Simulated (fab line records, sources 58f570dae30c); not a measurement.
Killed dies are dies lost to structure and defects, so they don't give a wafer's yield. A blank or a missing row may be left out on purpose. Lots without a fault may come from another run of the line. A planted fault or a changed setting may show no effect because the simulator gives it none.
Which tool did it? | flow berkeley_cmos170 | 15 lots, 45 wafers sampled, at 4 steps of a route of 331

WHAT THE GAUGES READ, wafer by wafer
UCB170_NWELL_THK_MEAS_02.
lot  | measured    | on            | NWELL_OXIDE_THK (nm)
L710 | day 1 21:34 | film_metro-02 | 27.1 26.6 26.9
L711 | day 2 04:05 | film_metro-03 | 26.1 26.3 26.5
L712 | day 2 11:07 | film_metro-02 | 25.5 25.9 25.7
L713 | day 2 15:41 | film_metro-03 | 26.6 26.5 26.5
L714 | day 2 18:16 | film_metro-02 | 26.0 25.7 25.4
L716 | day 3 04:18 | film_metro-04 | 25.5 25.5 25.5
L718 | day 3 14:04 | film_metro-04 | 26.4 26.5 25.9
L719 | day 3 19:45 | film_metro-04 | 26.0 26.3 26.9
L720 | day 3 23:16 | film_metro-04 | 25.5 26.0 26.2
L722 | day 4 13:24 | film_metro-02 | 26.5 26.8 26.6
L723 | day 4 16:52 | film_metro-03 | 27.2 27.1 26.7
L725 | day 5 02:59 | film_metro-04 | 26.9 27.0 26.4
L727 | day 5 11:31 | film_metro-02 | 26.4 26.1 26.3
L728 | day 5 19:56 | film_metro-02 | 25.9 26.4 26.0
L732 | day 6 22:41 | film_metro-04 | 26.0 26.6 27.0

UCB170_NSD_TW_MEAS_10.
lot  | measured     | on            | NSD_TW
L710 | day 6 18:04  | film_metro-04 | 4212 4150 4162
L711 | day 7 00:29  | film_metro-04 | 4187 4179 4179
L712 | day 7 18:37  | film_metro-03 | 4188 4176 4193
L713 | day 7 20:38  | film_metro-04 | 4173 4156 4181
L714 | day 7 13:59  | film_metro-03 | 4203 4193 4167
L716 | day 7 20:49  | film_metro-03 | 4161 4153 4189
L718 | day 8 15:53  | film_metro-03 | 4167 4153 4178
L719 | day 8 13:46  | film_metro-01 | 4221 4222 4220
L720 | day 8 19:55  | film_metro-03 | 4177 4179 4185
L722 | day 9 06:18  | film_metro-04 | 4195 4215 4195
L723 | day 9 06:01  | film_metro-03 | 4188 4198 4185
L725 | day 9 20:23  | film_metro-01 | 30 30 30
L727 | day 10 07:50 | film_metro-04 | 30 30 30
L728 | day 10 08:16 | film_metro-03 | 30 30 30
L732 | day 11 19:34 | film_metro-01 | 4223 4235 4242

WHICH TOOL RAN EACH LOT (tool, then ch and the chambers of the sampled wafers, then the start)
lot  | UCB170_PSD_STRIP_09                  | UCB170_NSD_STRIP_09
L710 | plasma_asher-02 ch 0,1, day 6 16:11  | plasma_asher-04 ch 0,1, day 6 17:57
L711 | plasma_asher-03 ch 0,1, day 6 22:35  | plasma_asher-04 ch 0,1, day 7 00:23
L712 | plasma_asher-04 ch 0,1, day 7 14:46  | plasma_asher-02 ch 0,1, day 7 18:31
L713 | plasma_asher-02 ch 0,1, day 7 18:59  | plasma_asher-02 ch 0,1, day 7 20:32
L714 | plasma_asher-03 ch 1, day 7 12:16    | plasma_asher-02 ch 0, day 7 13:53
L716 | plasma_asher-03 ch 0,1, day 7 19:14  | plasma_asher-04 ch 0,1, day 7 20:43
L718 | plasma_asher-02 ch 0, day 8 12:29    | plasma_asher-01 ch 0,1, day 8 15:47
L719 | plasma_asher-02 ch 0,1, day 8 11:52  | plasma_asher-04 ch 0,1, day 8 13:40
L720 | plasma_asher-02 ch 0,1, day 8 17:41  | plasma_asher-02 ch 0,1, day 8 19:46
L722 | plasma_asher-04 ch 0,1, day 9 04:04  | plasma_asher-04 ch 0,1, day 9 06:12
L723 | plasma_asher-03 ch 0,1, day 9 03:49  | plasma_asher-04 ch 1, day 9 05:55
L725 | plasma_asher-04 ch 0,1, day 9 18:21  | plasma_asher-02 ch 0,1, day 9 20:17
L727 | plasma_asher-04 ch 0,1, day 10 05:25 | plasma_asher-01 ch 0,1, day 10 07:45
L728 | plasma_asher-03 ch 0,1, day 10 05:35 | plasma_asher-04 ch 0,1, day 10 08:09
L732 | plasma_asher-02 ch 0,1, day 11 17:06 | plasma_asher-02 ch 0,1, day 11 19:28
- UCB170_PSD_STRIP_09: strips in O2.
- UCB170_NSD_STRIP_09: strips in O2.

WHAT THE TOOLS THEMSELVES READ (means of the sampled wafers that have a number; where no wafer has one, the mark that the record gives instead)
UCB170_PSD_STRIP_09.
lot  | tool            | chamber_pressure_mTorr (mTorr) | drypump_motor_current_A (A) | oes_product_au (a.u.) | strip_time_to_endpoint_s (s)
L710 | plasma_asher-02 | 3502                           | 5.80                        | 0.599                 | 29.37
L711 | plasma_asher-03 | 3501                           | 5.83                        | 0.600                 | 29.45
L712 | plasma_asher-04 | 3501                           | 6.05                        | 0.600                 | 29.36
L713 | plasma_asher-02 | 3499                           | 5.67                        | 0.601                 | 29.43
L714 | plasma_asher-03 | 3502                           | 5.89                        | 0.605                 | 29.37
L716 | plasma_asher-03 | 3497                           | 5.85                        | 0.601                 | 29.42
L718 | plasma_asher-02 | 3503                           | 5.55                        | 0.597                 | 29.41
L719 | plasma_asher-02 | 3502                           | 5.68                        | 0.602                 | 29.50
L720 | plasma_asher-02 | 3502                           | 5.81                        | 0.599                 | 29.41
L722 | plasma_asher-04 | 3498                           | 6.25                        | 0.603                 | 29.35
L723 | plasma_asher-03 | 3500                           | 5.81                        | 0.606                 | 29.38
L725 | plasma_asher-04 | -                              | -                           | -                     | -
L727 | plasma_asher-04 | -                              | -                           | -                     | -
L728 | plasma_asher-03 | -                              | -                           | -                     | -
L732 | plasma_asher-02 | 3499                           | 5.79                        | 0.601                 | 29.33

UCB170_NSD_STRIP_09.
lot  | tool            | chamber_pressure_mTorr (mTorr) | drypump_motor_current_A (A) | oes_product_au (a.u.) | strip_time_to_endpoint_s (s)
L710 | plasma_asher-04 | 3497                           | 6.0                         | 0.537                 | 36.00
L711 | plasma_asher-04 | 3499                           | 6.0                         | 0.532                 | 35.85
L712 | plasma_asher-02 | 3500                           | 5.6                         | 0.530                 | 35.95
L713 | plasma_asher-02 | 3500                           | 5.7                         | 0.539                 | 35.76
L714 | plasma_asher-02 | 3499                           | 5.6                         | 0.528                 | 35.84
L716 | plasma_asher-04 | 3505                           | 6.0                         | 0.534                 | 35.79
L718 | plasma_asher-01 | 3503                           | 5.2                         | 0.534                 | 35.93
L719 | plasma_asher-04 | 3503                           | 6.2                         | 0.533                 | 35.83
L720 | plasma_asher-02 | 3500                           | 5.6                         | 0.534                 | 35.72
L722 | plasma_asher-04 | 3503                           | 6.2                         | 0.535                 | 35.91
L723 | plasma_asher-04 | 3498                           | 6.5                         | 0.535                 | 35.94
L725 | plasma_asher-02 | 3497                           | 5.8                         | 0.618                 | 62.15
L727 | plasma_asher-01 | 3496                           | 5.1                         | 0.621                 | 62.16
L728 | plasma_asher-04 | 3504                           | 6.3                         | 0.623                 | 62.20
L732 | plasma_asher-02 | 3500                           | 5.8                         | 0.535                 | 35.77

THE ANSWER, worked out from the rows above alone
Rule: what is usual is taken from the lots themselves. Put in order of their means at a reading, lots are off if they are a third of the lots or fewer, leave a main group of 4 or more, and stand apart from it by a gap of 3 or more times the standard deviation of the main group's means; of several such gaps the widest counts. A main group whose means are all the same, to the digits that the tables above print for the reading, isn't used. A lot without any number at a reading at which 4 lots or more have one is off too. The other lots that the step has rows for count as sound. The gauges are gone through in route order, then the tools' own readings, and for those a lot's mean is taken as printed above. The first step at which some lot is off is used, and at that step the reading that is off furthest; a lot without a number counts as furthest.
Off: L725, L727, L728, at UCB170_NSD_TW_MEAS_10 (NSD_TW). The main group: mean 4188, standard deviation 20.
A tool fits if, at a process step before that reading, it ran every lot that is off, and no sound lot after the first of them. The gauges at UCB170_NSD_TW_MEAS_10 aren't tried: what is off there is off at UCB170_PSD_STRIP_09 too, on other tools, and a gauge's error can't cause that. None of those tried fits.

WHAT THE SIMULATOR HAD PUT IN
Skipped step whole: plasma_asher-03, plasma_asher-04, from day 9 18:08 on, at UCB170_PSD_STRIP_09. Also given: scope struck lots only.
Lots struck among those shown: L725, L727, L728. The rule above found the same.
